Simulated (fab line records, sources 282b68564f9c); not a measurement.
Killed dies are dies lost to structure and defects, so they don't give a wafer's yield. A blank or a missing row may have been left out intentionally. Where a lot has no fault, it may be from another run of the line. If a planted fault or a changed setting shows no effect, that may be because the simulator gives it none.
fab line records    flow rit_cmos
[record] lots = 6  wafers = 18  last_day = 7
route steps=202 shown PSD@150 SDANNEAL@153 NSD@158 PLDD@159 NLDD@160 SILICIDE@161 CONTACT@168 M1@184
lots that met no fault: from a run of the same line without faults
start_h: hours from the record's first day to the start of the lot's first wafer shown    wait_h: hours since the lot's step before    " identical to the entry in the row above    L1.1+2: a row that stands for several wafers    - either no value or no given start    * or withheld: withheld    < > ~ a bound
route shown NAME@n: a module of which the file shows steps, and the number in the route of the first    usual: mean/standard deviation of fault-free wafers    same: alike in all rows    chamber/n: place in a boat    sites: readings site by site    _std_site: the values' standard deviation    _edge_site: outer sites' mean less inner sites'    radius_mm: for every site, how far away it sits from the centre of the wafer    mask NAME#n: copy n    behind: the most recent tool/chamber to have shaped the wafer    hold: reason for holding the lot/hours on hold/outcome of the hold    device: transistor that didn't switch, given as n, p or np    end of line: the same wafers' tests at the end of the route    where a step has no rows: the recipe by itself    killed: at the first sort, the dies lost to defects and structure; wafer yield is something else    map: a wafer's dies, x killed, . not, _ none there
set.NAME: the setting the step ran with; set.NAME@STEP: the setting that earlier step ran with    model.NAME: the simulator's own value behind a step, which no gauge read
lots at some steps of the route; a table a step, a row a wafer
services: when a tool's chamber went out of use (start_h, in hours from the record's first day, below 0 if earlier), for how many hours, and the reason
[[steps]]
[step RIT_PSD_IMPLANT_08]
[recipe] species = BF2  energy_kev = 27  dose_cm2 = 5e+15  tilt_deg = 7
[step RIT_PSD_STRIP_09]
[recipe] chemistry = O2  time_s = 180  resist = NOVOLAK  platen_temp_c = withheld  power_w = 500  pressure_mtorr = 4000  o2_flow_sccm = 4000
[step RIT_PSD_TW_MEAS_10]
[usual] PSD_TW = 3436/26
lot.wafer  tool           chamber  start_h  wait_h  PSD_TW
L352.1     film_metro-03  -        75.43    0.1     3459
L352.4     "              -        "        "       3444
L352.6     "              -        "        "       3432
L357.1     film_metro-01  -        101.58   0.1     3374
L357.5     "              -        "        "       3391
L357.6     "              -        "        "       3390
L362.2     film_metro-03  -        127.94   0.1     3427
L362.4     "              -        "        "       3436
L362.6     "              -        "        "       3423
L364.2     film_metro-04  -        139.94   0.1     3448
L364.3     "              -        "        "       3450
L364.5     "              -        "        "       3454
L369.1     film_metro-03  -        162.22   0.1     3423
L369.4     "              -        "        "       3418
L369.6     "              -        "        "       3414
L370.1     film_metro-03  -        169.59   0.1     3431
L370.3     "              -        "        "       3420
L370.4     "              -        "        "       3447
[step RIT_SDANNEAL_CLEAN_00]
[recipe] chemistry = SC1  mix = 3:3:50  time_s = 600  temp_c = 75
[step RIT_SDANNEAL_CLEAN_01]
[recipe] chemistry = dHF  dilution = 50:1  time_s = 30
[step RIT_SDANNEAL_CLEAN_02]
[recipe] chemistry = SC2  mix = 3:3:50  time_s = 600  temp_c = 75  dry = n2_spin
[step RIT_SDANNEAL_RTA_03]
[recipe] temp_c = 1050  time_s = 5.222  idle_temp_c = 600  ramp_up_c_per_s = 342  ramp_down_c_per_s = 171  cool_to_c = 600  ambient = N2
[usual] wafer_temp_C_max = 1053.5/1.1
lot.wafer  tool           chamber  start_h  wait_h  wafer_temp_C_max
L352.1     rtp_anneal-01  0        75.91    0.0     1052.4
L352.4     "              0        "        "       1053.5
L352.6     "              0        "        "       1054.2
L357.1     rtp_anneal-02  0        102.02   0.0     1055.0
L357.5     "              0        "        "       1054.8
L357.6     "              0        "        "       1053.0
L362.2     rtp_anneal-01  0        128.37   0.0     1053.4
L362.4     "              0        "        "       1052.4
L362.6     "              0        "        "       1052.1
L364.2     rtp_anneal-01  0        140.37   0.0     1055.0
L364.3     "              0        "        "       1056.3
L364.5     "              0        "        "       1054.3
L369.1     rtp_anneal-02  0        162.65   0.0     1055.4
L369.4     "              0        "        "       1053.3
L369.6     "              0        "        "       1051.7
L370.1     rtp_anneal-01  0        170.04   0.0     1055.5
L370.3     "              0        "        "       1052.9
L370.4     "              0        "        "       1053.5
[step RIT_SDANNEAL_RS_MEAS_04]
[recipe] thk_meas_gauge = four-point-probe
[usual] PSD_RS = 115.3/0.37
lot.wafer  tool           chamber  start_h  wait_h  PSD_RS[ohm/sq]
L352.1     film_metro-03  -        75.96    0.0     116.1
L352.4     "              -        "        "       115.9
L352.6     "              -        "        "       115.9
L357.1     film_metro-03  -        102.08   0.0     115.3
L357.5     "              -        "        "       115.4
L357.6     "              -        "        "       115.5
L362.2     film_metro-04  -        128.43   0.1     115.2
L362.4     "              -        "        "       115.1
L362.6     "              -        "        "       114.9
L364.2     film_metro-04  -        140.44   0.1     115.5
L364.3     "              -        "        "       115.0
L364.5     "              -        "        "       115.2
L369.1     film_metro-03  -        162.71   0.0     114.6
L369.4     "              -        "        "       115.1
L369.6     "              -        "        "       115.3
L370.1     film_metro-03  -        170.09   0.0     115.6
L370.3     "              -        "        "       115.0
L370.4     "              -        "        "       115.7
[step RIT_SDANNEAL_RS_MEAS_05]
[recipe] thk_meas_gauge = four-point-probe
[usual] NSD_RS = 84.65/0.3
lot.wafer  tool           chamber  start_h  wait_h  NSD_RS[ohm/sq]
L352.1     film_metro-03  -        76.08    0.1     84.72
L352.4     "              -        "        "       85.01
L352.6     "              -        "        "       85.15
L357.1     film_metro-03  -        102.20   0.1     84.35
L357.5     "              -        "        "       84.33
L357.6     "              -        "        "       84.59
L362.2     film_metro-04  -        128.55   0.1     84.92
L362.4     "              -        "        "       84.38
L362.6     "              -        "        "       84.85
L364.2     film_metro-04  -        140.56   0.1     84.47
L364.3     "              -        "        "       84.31
L364.5     "              -        "        "       84.36
L369.1     film_metro-03  -        162.83   0.1     84.71
L369.4     "              -        "        "       84.77
L369.6     "              -        "        "       84.96
L370.1     film_metro-03  -        170.21   0.1     84.68
L370.3     "              -        "        "       84.91
L370.4     "              -        "        "       84.73
[step RIT_SDANNEAL_RS_MEAS_06]
[recipe] thk_meas_gauge = four-point-probe
[usual] PLDD_RS = 179.2/0.43
lot.wafer  tool           chamber  start_h  wait_h  PLDD_RS[ohm/sq]
L352.1     film_metro-03  -        76.20    0.1     179.7
L352.4     "              -        "        "       179.7
L352.6     "              -        "        "       180.0
L357.1     film_metro-03  -        102.32   0.1     179.3
L357.5     "              -        "        "       179.8
L357.6     "              -        "        "       179.5
L362.2     film_metro-04  -        128.67   0.1     179.3
L362.4     "              -        "        "       179.6
L362.6     "              -        "        "       179.2
L364.2     film_metro-04  -        140.68   0.1     179.1
L364.3     "              -        "        "       178.2
L364.5     "              -        "        "       178.3
L369.1     film_metro-03  -        162.95   0.1     178.8
L369.4     "              -        "        "       179.5
L369.6     "              -        "        "       179.0
L370.1     film_metro-03  -        170.33   0.1     179.5
L370.3     "              -        "        "       179.1
L370.4     "              -        "        "       180.1
[step RIT_SDANNEAL_RS_MEAS_07]
[recipe] thk_meas_gauge = four-point-probe
[usual] NLDD_RS = 151.5/0.43
lot.wafer  tool           chamber  start_h  wait_h  NLDD_RS[ohm/sq]
L352.1     film_metro-03  -        76.32    0.1     151.7
L352.4     "              -        "        "       151.8
L352.6     "              -        "        "       151.1
L357.1     film_metro-03  -        102.44   0.1     151.2
L357.5     "              -        "        "       151.3
L357.6     "              -        "        "       151.0
L362.2     film_metro-04  -        128.79   0.1     150.9
L362.4     "              -        "        "       151.0
L362.6     "              -        "        "       151.0
L364.2     film_metro-04  -        140.80   0.1     150.7
L364.3     "              -        "        "       151.1
L364.5     "              -        "        "       151.7
L369.1     film_metro-03  -        163.07   0.1     151.8
L369.4     "              -        "        "       151.4
L369.6     "              -        "        "       151.4
L370.1     film_metro-03  -        170.45   0.1     150.7
L370.3     "              -        "        "       151.6
L370.4     "              -        "        "       151.4
[step RIT_SILICIDE_WET_ETCH_00]
[recipe] chemistry = BOE  target = SiO2  target_depth_nm = 14  time_s = 15  dry = n2_spin  dilution = 10:1  temp_c = 21.5
[step RIT_SILICIDE_SPUTTER_01]
[recipe] material = Ti  target_thk_nm = 30  power_w = 350  chamber_pressure_pa = 0.667  gas = Ar  time_s = 240  substrate_temp_c = 25
[usual] throttle_valve_pct = 29.7/1.2
lot.wafer  tool            chamber  start_h  wait_h  throttle_valve_pct
L352.1     pvd_sputter-04  -        76.46    0.0     30.1
L352.4     "               -        "        "       31.8
L352.6     "               -        "        "       30.1
L357.1     pvd_sputter-01  -        102.57   0.0     30.3
L357.5     "               -        "        "       30.3
L357.6     "               -        "        "       31.1
L362.2     pvd_sputter-01  -        128.91   0.0     27.6
L362.4     "               -        "        "       29.8
L362.6     "               -        "        "       29.6
L364.2     pvd_sputter-01  -        140.91   0.0     27.5
L364.3     "               -        "        "       30.2
L364.5     "               -        "        "       29.7
L369.1     pvd_sputter-03  -        163.22   0.0     28.7
L369.4     "               -        "        "       29.0
L369.6     "               -        "        "       28.9
L370.1     pvd_sputter-04  -        170.60   0.0     30.3
L370.3     "               -        "        "       31.9
L370.4     "               -        "        "       30.7
[step RIT_SILICIDE_RS_MEAS_02]
[recipe] thk_meas_gauge = four-point-probe  reads = Ti_of_SILICIDE_SPUTTER_01
[usual] SILICIDE_TI_RS = 47.9/0.92
lot.wafer  tool           chamber  start_h  wait_h  SILICIDE_TI_RS[ohm/sq]
L352.1     film_metro-02  -        76.61    0.1     48.7
L352.4     "              -        "        "       47.6
L352.6     "              -        "        "       47.2
L357.1     film_metro-04  -        102.72   0.1     49.0
L357.5     "              -        "        "       48.8
L357.6     "              -        "        "       48.6
L362.2     film_metro-02  -        129.08   0.1     47.6
L362.4     "              -        "        "       49.6
L362.6     "              -        "        "       49.9
L364.2     film_metro-02  -        141.08   0.1     47.7
L364.3     "              -        "        "       48.7
L364.5     "              -        "        "       49.1
L369.1     film_metro-02  -        163.37   0.1     47.6
L369.4     "              -        "        "       48.5
L369.6     "              -        "        "       47.9
L370.1     film_metro-03  -        170.75   0.1     48.2
L370.3     "              -        "        "       48.4
L370.4     "              -        "        "       48.8
[step RIT_SILICIDE_THK_MEAS_03]
[recipe] thk_meas_gauge = xrf  reads = Ti_of_SILICIDE_SPUTTER_01
[usual] SILICIDE_TI_THK = 29.7/0.47
lot.wafer  tool           chamber  start_h  wait_h  SILICIDE_TI_THK[nm]
L352.1     film_metro-02  -        76.73    0.1     29.2
L352.4     "              -        "        "       29.9
L352.6     "              -        "        "       30.1
L357.1     film_metro-04  -        102.84   0.1     29.3
L357.5     "              -        "        "       29.2
L357.6     "              -        "        "       29.3
L362.2     film_metro-02  -        129.19   0.1     29.8
L362.4     "              -        "        "       28.9
L362.6     "              -        "        "       28.7
L364.2     film_metro-02  -        141.19   0.1     29.8
L364.3     "              -        "        "       29.4
L364.5     "              -        "        "       29.1
L369.1     film_metro-02  -        163.49   0.1     29.6
L369.4     "              -        "        "       29.3
L369.6     "              -        "        "       29.7
L370.1     film_metro-03  -        170.87   0.1     29.5
L370.3     "              -        "        "       29.6
L370.4     "              -        "        "       29.1
[step RIT_SILICIDE_RTA_04]
[recipe] temp_c = 650  time_s = 10  idle_temp_c = 25  ramp_up_s = 5  ramp_down_s = 5  cool_to_c = 25  ambient = N2
[usual] wafer_temp_C_max = 652.0/0.47
lot.wafer  tool           chamber  start_h  wait_h  wafer_temp_C_max
L352.1     rtp_anneal-02  0        76.79    0.1     652.3
L352.4     "              0        "        "       652.0
L352.6     "              0        "        "       652.1
L357.1     rtp_anneal-01  0        102.90   0.1     652.1
L357.5     "              0        "        "       651.9
L357.6     "              0        "        "       651.8
L362.2     rtp_anneal-02  0        129.25   0.1     652.1
L362.4     "              0        "        "       652.3
L362.6     "              0        "        "       651.5
L364.2     rtp_anneal-02  0        141.25   0.1     652.2
L364.3     "              0        "        "       651.3
L364.5     "              0        "        "       651.9
L369.1     rtp_anneal-01  0        163.55   0.1     652.5
L369.4     "              0        "        "       653.0
L369.6     "              0        "        "       652.7
L370.1     rtp_anneal-02  0        170.93   0.1     651.7
L370.3     "              0        "        "       651.8
L370.4     "              0        "        "       652.8
[step RIT_SILICIDE_WET_ETCH_05]
[recipe] chemistry = SPM  target = Ti  temp_c = 90  time_s = 120  dry = n2_spin
[step RIT_SILICIDE_RTA_06]
[recipe] temp_c = 750  time_s = 10  idle_temp_c = 25  ramp_up_s = 5  ramp_down_s = 10  cool_to_c = 25  ambient = N2
[usual] wafer_temp_C_max = 752.2/0.5
lot.wafer  tool           chamber  start_h  wait_h  wafer_temp_C_max
L352.1     rtp_anneal-01  0        76.89    0.0     752.6
L352.4     "              0        "        "       752.7
L352.6     "              0        "        "       752.4
L357.1     rtp_anneal-02  0        103.01   0.0     752.0
L357.5     "              0        "        "       752.1
L357.6     "              0        "        "       752.2
L362.2     rtp_anneal-01  0        129.36   0.0     751.7
L362.4     "              0        "        "       752.8
L362.6     "              0        "        "       752.0
L364.2     rtp_anneal-01  0        141.37   0.0     752.0
L364.3     "              0        "        "       752.9
L364.5     "              0        "        "       752.3
L369.1     rtp_anneal-02  0        163.70   0.0     752.5
L369.4     "              0        "        "       751.8
L369.6     "              0        "        "       752.0
L370.1     rtp_anneal-01  0        171.04   0.0     752.2
L370.3     "              0        "        "       752.1
L370.4     "              0        "        "       752.6
[step RIT_CONTACT_CVD_00]
[recipe] material = SiO2  target_thk_nm = 400  precursor = TEOS  temp_c = 390  time_s = 63.48  rf_w = 400
[step RIT_CONTACT_THK_MEAS_01]
[recipe] reads = SiO2_of_CONTACT_CVD_00
[usual] CONTACT_TEOS_THK = 417/5.1
lot.wafer  tool           chamber  start_h  wait_h  CONTACT_TEOS_THK[nm]
L352.1     film_metro-02  -        77.01    0.0     406
L352.4     "              -        "        "       428
L352.6     "              -        "        "       415
L357.1     film_metro-02  -        103.13   0.0     406
L357.5     "              -        "        "       424
L357.6     "              -        "        "       416
L362.2     film_metro-04  -        129.50   0.1     412
L362.4     "              -        "        "       418
L362.6     "              -        "        "       423
L364.2     film_metro-01  -        141.48   0.0     420
L364.3     "              -        "        "       413
L364.5     "              -        "        "       423
L369.1     film_metro-04  -        163.81   0.0     414
L369.4     "              -        "        "       423
L369.6     "              -        "        "       416
L370.1     film_metro-04  -        171.16   0.0     418
L370.3     "              -        "        "       420
L370.4     "              -        "        "       420
[step RIT_CONTACT_HMDS_02]
[recipe] prime_time_s = 60  prime_temp_c = 140
[step RIT_CONTACT_COAT_03]
[recipe] resist = NOVOLAK  spin_rpm = 3250  resist_thk_nm = 1000
[step RIT_CONTACT_SOFTBAKE_04]
[recipe] resist = NOVOLAK  temp_c = 90  time_s = 60
[step RIT_CONTACT_EXPOSE_05]
[recipe] mask_id = M11  na = 0.6  source_shape = conventional  sigma_outer = 0.5  target_cd_nm = 1000  dose_mj = 250
[step RIT_CONTACT_PEB_06]
[recipe] resist = NOVOLAK  temp_c = withheld  time_s = withheld
[step RIT_CONTACT_DEVELOP_07]
[recipe] resist = NOVOLAK  develop_time_s = 120  dev_temp_c = 23
[step RIT_CONTACT_CD_MEAS_08]
[recipe] target_cd_nm = 1000
[usual] cd_nm = 999.7/2.4
lot.wafer  tool       chamber  start_h  wait_h  cd_nm
L352.1     cd_sem-01  -        78.16    -       1002.5
L352.4     "          -        "        "       1002.4
L352.6     "          -        "        "       1000.8
L357.1     cd_sem-02  -        104.44   -       998.6
L357.5     "          -        "        "       998.2
L357.6     "          -        "        "       998.4
L362.2     cd_sem-02  -        130.53   -       999.7
L362.4     "          -        "        "       998.6
L362.6     "          -        "        "       999.4
L364.2     cd_sem-01  -        142.64   -       1000.6
L364.3     "          -        "        "       1001.6
L364.5     "          -        "        "       999.8
L369.1     cd_sem-02  -        164.96   -       997.6
L369.4     "          -        "        "       996.4
L369.6     "          -        "        "       997.5
L370.1     cd_sem-02  -        172.42   -       1002.1
L370.3     "          -        "        "       1001.0
L370.4     "          -        "        "       1002.6
[step RIT_CONTACT_OVL_MEAS_09]
[usual] CONTACT_OVL = 0.2/1.3
lot.wafer  tool        chamber  start_h  wait_h  CONTACT_OVL[nm]
L352.1     overlay-02  -        78.28    0.1     0.1
L352.4     "           -        "        "       -0.5
L352.6     "           -        "        "       0.2
L357.1     overlay-02  -        104.56   0.1     1.3
L357.5     "           -        "        "       -0.7
L357.6     "           -        "        "       0.8
L362.2     overlay-01  -        130.64   0.1     -0.4
L362.4     "           -        "        "       -0.6
L362.6     "           -        "        "       -1.2
L364.2     overlay-01  -        142.75   0.1     1.5
L364.3     "           -        "        "       0.2
L364.5     "           -        "        "       1.4
L369.1     overlay-01  -        165.08   0.1     1.7
L369.4     "           -        "        "       0.5
L369.6     "           -        "        "       1.1
L370.1     overlay-02  -        172.54   0.1     -0.9
L370.3     "           -        "        "       0.8
L370.4     "           -        "        "       0.1
[step RIT_CONTACT_HARDBAKE_10]
[recipe] resist = NOVOLAK  temp_c = 140  time_s = 60
[step RIT_CONTACT_ETCH_11]
[recipe] target_depth_a = 4800  over_etch_frac = 0.2  stop_on = TiSi2  chemistry = CHF3/CF4/Ar  target = SiO2  CHF3_flow_sccm = 50  cf4_flow_sccm = 10  Ar_flow_sccm = 100  O2_flow_sccm = 5  pressure_mtorr = 100  rf_w = 200  time_s = 320
[usual] drypump_motor_current_A = 5.8/0.41  oes_product_au = 0.991/0.02  throttle_valve_pct = 8.82/0.081
lot.wafer  tool         chamber  start_h  wait_h  drypump_motor_current_A  oes_product_au  rf_hours_counter_h  throttle_valve_pct
L352.1     rie_diel-04  1        78.47    0.1     6.2                      1.011           72                  8.72
L352.4     "            3        "        "       5.7                      0.967           29                  8.94
L352.6     "            2        "        "       6.2                      0.971           -                   8.68
L357.1     rie_diel-03  2        104.75   0.1     5.8                      0.980           129                 8.90
L357.5     "            3        "        "       4.9                      0.978           -                   8.86
L357.6     "            2        "        "       5.8                      0.977           -                   8.89
L362.2     rie_diel-03  2        130.82   0.1     5.8                      0.976           130                 8.90
L362.4     "            3        "        "       4.8                      0.990           70                  8.85
L362.6     "            2        "        "       5.8                      0.978           -                   8.91
L364.2     rie_diel-03  0        142.93   0.1     5.6                      1.023           6                   8.83
L364.3     "            2        "        "       5.8                      0.975           130                 8.92
L364.5     "            0        "        "       5.6                      1.021           -                   8.83
L369.1     rie_diel-04  3        165.27   0.1     5.7                      0.980           31                  8.94
L369.4     "            3        "        "       5.8                      0.975           -                   8.93
L369.6     "            0        "        "       6.2                      1.021           -                   8.81
L370.1     rie_diel-03  0        172.73   0.1     5.6                      1.009           7                   8.84
L370.3     "            1        "        "       6.0                      0.971           11                  8.81
L370.4     "            2        "        "       5.8                      0.980           131                 8.90
[step RIT_CONTACT_STRIP_12]
[recipe] chemistry = O2  time_s = 180  resist = NOVOLAK  platen_temp_c = withheld  power_w = 500  pressure_mtorr = 4000  o2_flow_sccm = 4000
[step RIT_CONTACT_CD_MEAS_90]
[recipe] target_cd_nm = 1000
[usual] cd_nm = 999.9/2.5
lot.wafer  tool       chamber  start_h  wait_h  cd_nm
L352.1     cd_sem-01  -        78.84    0.1     1002.1
L352.4     "          -        "        "       1002.2
L352.6     "          -        "        "       1000.9
L357.1     cd_sem-02  -        105.12   0.1     999.0
L357.5     "          -        "        "       998.4
L357.6     "          -        "        "       998.3
L362.2     cd_sem-02  -        131.21   0.1     999.6
L362.4     "          -        "        "       998.9
L362.6     "          -        "        "       1000.0
L364.2     cd_sem-01  -        143.32   0.1     1000.4
L364.3     "          -        "        "       1002.1
L364.5     "          -        "        "       1000.1
L369.1     cd_sem-02  -        165.64   0.1     996.9
L369.4     "          -        "        "       996.2
L369.6     "          -        "        "       997.4
L370.1     cd_sem-01  -        173.10   0.1     1002.7
L370.3     "          -        "        "       1001.9
L370.4     "          -        "        "       1003.1
[step RIT_CONTACT_CLEAN_13]
[recipe] chemistry = SC1  mix = 3:3:50  time_s = 600  temp_c = 75
[step RIT_CONTACT_CLEAN_14]
[recipe] chemistry = SC2  mix = 3:3:50  time_s = 600  temp_c = 75  dry = n2_spin
[step RIT_M1_SPUTTER_00]
[recipe] material = Al  target_thk_nm = 400  power_w = 2000  chamber_pressure_pa = 0.4  gas = Ar  time_s = 500  substrate_temp_c = 25
[usual] throttle_valve_pct = 30.5/1.4
lot.wafer  tool            chamber  start_h  wait_h  throttle_valve_pct
L352.1     pvd_sputter-02  -        79.31    0.0     31.2
L352.4     "               -        "        "       30.2
L352.6     "               -        "        "       31.4
L357.1     pvd_sputter-04  -        105.59   0.0     29.9
L357.5     "               -        "        "       30.3
L357.6     "               -        "        "       30.1
L362.2     pvd_sputter-04  -        131.66   0.0     31.9
L362.4     "               -        "        "       31.1
L362.6     "               -        "        "       31.7
L364.2     pvd_sputter-02  -        143.79   0.0     30.2
L364.3     "               -        "        "       29.6
L364.5     "               -        "        "       31.2
L369.1     pvd_sputter-01  -        166.11   0.0     29.6
L369.4     "               -        "        "       30.2
L369.6     "               -        "        "       30.2
L370.1     pvd_sputter-02  -        173.77   0.0     29.7
L370.3     "               -        "        "       31.4
L370.4     "               -        "        "       30.1
[step RIT_M1_RS_MEAS_01]
[recipe] thk_meas_gauge = four-point-probe  reads = Al_of_M1_SPUTTER_00
[usual] M1_AL_RS = 0.0731/0.0011
lot.wafer  tool           chamber  start_h  wait_h  M1_AL_RS[ohm/sq]
L352.1     film_metro-01  -        79.60    0.1     0.0715
L352.4     "              -        "        "       0.0721
L352.6     "              -        "        "       0.0710
L357.1     film_metro-01  -        106.17   0.3     0.0726
L357.5     "              -        "        "       0.0725
L357.6     "              -        "        "       0.0735
L362.2     film_metro-04  -        132.34   0.4     0.0724
L362.4     "              -        "        "       0.0736
L362.6     "              -        "        "       0.0728
L364.2     film_metro-01  -        144.10   0.2     0.0727
L364.3     "              -        "        "       0.0735
L364.5     "              -        "        "       0.0715
L369.1     film_metro-04  -        166.40   0.1     0.0732
L369.4     "              -        "        "       0.0738
L369.6     "              -        "        "       0.0744
L370.1     film_metro-04  -        174.07   0.1     0.0733
L370.3     "              -        "        "       0.0722
L370.4     "              -        "        "       0.0728
[step RIT_M1_THK_MEAS_02]
[recipe] thk_meas_gauge = xrf  reads = Al_of_M1_SPUTTER_00
[usual] M1_AL_THK = 398/6.6
lot.wafer  tool           chamber  start_h  wait_h  M1_AL_THK[nm]
L352.1     film_metro-01  -        79.72    0.1     409
L352.4     "              -        "        "       404
L352.6     "              -        "        "       410
L357.1     film_metro-01  -        106.29   0.1     405
L357.5     "              -        "        "       403
L357.6     "              -        "        "       399
L362.2     film_metro-04  -        132.45   0.1     402
L362.4     "              -        "        "       392
L362.6     "              -        "        "       394
L364.2     film_metro-01  -        144.21   0.1     402
L364.3     "              -        "        "       397
L364.5     "              -        "        "       407
L369.1     film_metro-04  -        166.52   0.1     392
L369.4     "              -        "        "       391
L369.6     "              -        "        "       383
L370.1     film_metro-04  -        174.19   0.1     392
L370.3     "              -        "        "       401
L370.4     "              -        "        "       397
[step RIT_M1_HMDS_03]
[recipe] prime_time_s = 60  prime_temp_c = 140
[step RIT_M1_COAT_04]
[recipe] resist = NOVOLAK  spin_rpm = 2000  resist_thk_nm = 1325
[step RIT_M1_SOFTBAKE_05]
[recipe] resist = NOVOLAK  temp_c = 90  time_s = 60
[step RIT_M1_EXPOSE_06]
[recipe] mask_id = M12  na = 0.6  source_shape = conventional  sigma_outer = 0.5  target_cd_nm = 2600  dose_mj = 250
[step RIT_M1_PEB_07]
[recipe] resist = NOVOLAK  temp_c = withheld  time_s = withheld
[step RIT_M1_PROBE_99]
[usual] killed_at_contacts = 0.1/0.25  killed_at_front_end = 6.3/2.9  killed_dies = 6.4/2.8  killed_open = 3.3/2  killed_short = 3.1/2
[same] gross_dies = 264  killed_at_M0_to_M3 = 0  killed_at_M4_up = 0  killed_at_back_side = 0  killed_at_other = 0
lot.wafer  tool       chamber  start_h  wait_h  killed_at_contacts  killed_at_front_end  killed_dies  killed_open  killed_short
L352.1     prober-02  -        83.56    0.1     0                   8                    8            2            6
L352.4     prober-02  -        83.71    0.2     0                   4                    4            3            1
L352.6     prober-02  -        83.81    0.2     0                   9                    9            2            7
L357.1     prober-02  -        109.89   0.1     0                   8                    8            6            2
L357.5     prober-02  -        110.09   0.2     0                   3                    3            3            0
L357.6     prober-02  -        110.14   0.2     1                   5                    6            3            3
L362.2     prober-01  -        136.09   0.1     0                   25                   25           2            1
L362.4     prober-01  -        136.19   0.2     0                   6                    6            5            1
L362.6     prober-01  -        136.29   0.2     0                   7                    7            3            4
L364.2     prober-01  -        148.02   0.1     0                   31                   31           0            0
L364.3     prober-01  -        148.07   0.2     0                   5                    5            3            2
L364.5     prober-01  -        148.17   0.2     0                   8                    8            3            5
L369.1     prober-02  -        170.25   0.1     0                   10                   10           7            3
L369.4     prober-02  -        170.40   0.2     0                   11                   11           5            6
L369.6     prober-02  -        170.50   0.2     0                   4                    4            2            2
L370.1     prober-01  -        177.79   0.1     0                   11                   11           4            7
L370.3     prober-01  -        177.89   0.2     0                   5                    5            4            1
L370.4     prober-01  -        177.94   0.2     0                   8                    8            5            3
// killed by level:class
L352.1 GATE:geometric_particle:short=2 FOX1:geometric_particle:short=1 GATE:geometric_particle:open=1 REOX:geometric_particle:open=1 REOX:geometric_particle:short=1 SPACER:geometric_particle:short=1 SILICIDE:geometric_particle:short=1
L352.4 GATE:geometric_particle:open=3 SPACER:geometric_particle:short=1
L352.6 REOX:geometric_particle:short=2 FOX1:geometric_particle:short=1 FOX2:geometric_particle:short=1 GATE:geometric_particle:short=1 REOX:geometric_particle:open=1 SPACER:geometric_particle:short=1 SILICIDE:geometric_particle:open=1 SILICIDE:geometric_particle:short=1
L357.1 GATE:geometric_particle:open=2 SPACER:geometric_particle:open=2 FOX1:geometric_particle:open=1 FOX2:geometric_particle:open=1 GATE:geometric_particle:short=1 SPACER:geometric_particle:short=1
L357.5 GATE:geometric_particle:open=3
L357.6 FOX1:geometric_particle:short=1 GATE:geometric_particle:short=1 GATE:geometric_particle:open=1 SPACER:geometric_particle:open=1 SPACER:geometric_particle:short=1 CONTACT:geometric_particle:open=1
L362.2 SILICIDE:unspecified=22 GATE:geometric_particle:open=1 GATE:geometric_particle:short=1 SPACER:geometric_particle:open=1
L362.4 GATE:geometric_particle:open=4 REOX:geometric_particle:short=1 SILICIDE:geometric_particle:open=1
L362.6 FOX1:geometric_particle:short=2 GATE:geometric_particle:short=2 FOX1:geometric_particle:open=1 REOX:geometric_particle:open=1 SPACER:geometric_particle:open=1
L364.2 SILICIDE:unspecified=31
L364.3 SPACER:geometric_particle:open=2 FOX1:geometric_particle:open=1 GATE:geometric_particle:short=1 SPACER:geometric_particle:short=1
L364.5 SPACER:geometric_particle:short=2 FOX2:geometric_particle:open=1 FOX2:geometric_particle:short=1 GATE:geometric_particle:open=1 GATE:geometric_particle:short=1 REOX:geometric_particle:short=1 SPACER:geometric_particle:open=1
L369.1 FOX1:geometric_particle:open=2 SILICIDE:geometric_particle:open=2 FOX1:geometric_particle:short=1 FOX2:geometric_particle:open=1 GATE:geometric_particle:short=1 GATE:geometric_particle:open=1 REOX:geometric_particle:short=1 REOX:geometric_particle:open=1
L369.4 FOX1:geometric_particle:short=4 GATE:geometric_particle:open=2 REOX:geometric_particle:open=2 GATE:geometric_particle:short=1 REOX:geometric_particle:short=1 SPACER:geometric_particle:open=1
L369.6 REOX:geometric_particle:open=2 SILICIDE:geometric_particle:short=2
L370.1 GATE:geometric_particle:short=3 SPACER:geometric_particle:short=3 GATE:geometric_particle:open=2 FOX1:geometric_particle:short=1 REOX:geometric_particle:open=1 SILICIDE:geometric_particle:open=1
L370.3 GATE:geometric_particle:open=3 SPACER:geometric_particle:open=1 SILICIDE:geometric_particle:short=1
L370.4 FOX2:geometric_particle:open=2 SILICIDE:geometric_particle:open=2 FOX1:geometric_particle:short=1 FOX2:geometric_particle:short=1 GATE:geometric_particle:open=1 GATE:geometric_particle:short=1
// map L362.2 (x killed, . not)
________......._______
_____.............____
____...............___
___...x.............__
__....x.x............_
__x..xxxx............_
_..xxxxxxx............
_....xxxx.............
_...xxxx............x.
_......x..............
__..................._
__..................._
___.................__
____...............___
_____.............____
________......._______
// map L364.2 (x killed, . not)
________......._______
_____.............____
____..x............___
___..xx.............__
__...xxxxx..........._
__.xxxxxxx..........._
_...xxxxxxx...........
_..x.xxxxx............
_.x..x................
_......x..............
__..................._
__..................._
___.................__
____...............___
_____.............____
________......._______
[[services]]
tool            chamber  start_h  hours  kind
pvd_sputter-03  -        55.01    1.6    repair
rie_diel-03     3        55.04    15.0   repair
pvd_sputter-01  -        60.96    3.0    repair
rie_diel-04     -        65.34    1.1    repair
pvd_sputter-03  -        66.18    3.2    repair
rtp_anneal-02   -        73.83    1.1    pm
rie_diel-03     1        81.72    18.8   repair
pvd_sputter-02  -        92.19    3.7    repair
rie_diel-03     -        97.19    2.8    pm
rie_diel-03     2        107.50   12.0   repair
pvd_sputter-03  -        116.30   4.5    repair
pvd_sputter-02  -        120.33   3.4    repair
rie_diel-04     1        164.75   4.5    repair
[[key]]
[first_sign] step = RIT_M1_PROBE_99  reading = killed_dies  direction = up  sigmas = 7.6  usual = 6.4  struck = 28
[effect] step = RIT_M1_PROBE_99  reading = killed_at_front_end  direction = up  sigmas = 7.6  usual = 6.3  struck = 28
met_at RIT_SILICIDE_SPUTTER_01
struck_wafers L362.2,L364.2
tester_left_out L362,L364
[fault] kind = chamber_particle_source  tool = pvd_sputter-01  chamber = -  onset_h = 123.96  steps = RIT_SILICIDE_SPUTTER_01  rate_per_visit_cm2 = 0.51829  end_h = 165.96  scope = struck_wafers_only
// tester_left_out: of these lots the tester's yield and bins aren't shown, on N5 and GAA mostly nor the transistor test; their killed dies are dies lost to structure and defects alone, not to doping, threshold or leakage, so they don't give the yield
